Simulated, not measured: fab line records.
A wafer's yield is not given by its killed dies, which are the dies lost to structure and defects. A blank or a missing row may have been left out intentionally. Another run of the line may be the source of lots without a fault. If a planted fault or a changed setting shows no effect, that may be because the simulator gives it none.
Which of the tools did it? -- flow berkeley cmos170 -- 7 lots with 21 wafers sampled at 3 steps, on a route of 331 steps

## WHAT EACH GAUGE READ, for each wafer
UCB170_ACTIVE_CD_MEAS_13: target cd 1200 nm.
lot,measured,on,cd nm (nm)
L253,day 4 10:23,cd sem-02,1203.1 1202.8 1204.2
L255,day 4 18:27,cd sem-02,1202.9 1203.4 1202.0
L259,day 5 17:28,cd sem-01,1199.1 1199.2 1200.0
L264,day 6 11:54,cd sem-02,1201.2 1200.6 1200.2
L267,day 7 08:31,cd sem-02,1198.3 1196.9 1197.9
L269,day 7 14:28,cd sem-02,1201.4 1201.2 1202.2
L272,day 8 05:05,cd sem-01,1199.5 1199.8 1198.4

## WHAT TOOL EACH LOT RAN ON (gives the tool, then ch and the chambers of the sampled wafers, and finally the start)
lot,UCB170_ZERO_STRIP_07,UCB170_PWELL_IMPLANT_15
L253,"plasma asher-03 ch 1, day 1 22:05","implanter-02 ch 0, day 3 05:56"
L255,"plasma asher-02 ch 0,1, day 2 11:40","implanter-02 ch 0, day 3 16:30"
L259,"plasma asher-03 ch 0,1, day 3 03:56","implanter-02 ch 0, day 4 09:21"
L264,"plasma asher-03 ch 0,1, day 4 04:20","implanter-03 ch 0, day 5 09:52"
L267,"plasma asher-04 ch 0,1, day 4 20:31","implanter-04 ch 0, day 5 21:49"
L269,"plasma asher-04 ch 1, day 5 09:56","implanter-03 ch 0, day 6 15:44"
L272,"plasma asher-02 ch 0,1, day 5 20:56","implanter-02 ch 0, day 7 00:44"
- UCB170_ZERO_STRIP_07: strips in O2.
- UCB170_PWELL_IMPLANT_15

## THE ANSWER, worked out from the rows above alone
Rule: usual is defined by the lots themselves. Put in order of their means at a reading, lots are off if they are a third of the lots or fewer, leave a main group of 4 or more, and stand apart from it by a gap of 3 or more times the standard deviation of the main group's means; of several such gaps the widest counts. If all means in a main group match to the digits the tables above print for the reading, that group is not used. A lot without any number at a reading at which 4 lots or more have one is off too. Any other lot the step has rows for is counted as sound.
None of the lots is off at any reading shown; this tells nothing.

## WHAT WAS PUT IN BY THE SIMULATOR
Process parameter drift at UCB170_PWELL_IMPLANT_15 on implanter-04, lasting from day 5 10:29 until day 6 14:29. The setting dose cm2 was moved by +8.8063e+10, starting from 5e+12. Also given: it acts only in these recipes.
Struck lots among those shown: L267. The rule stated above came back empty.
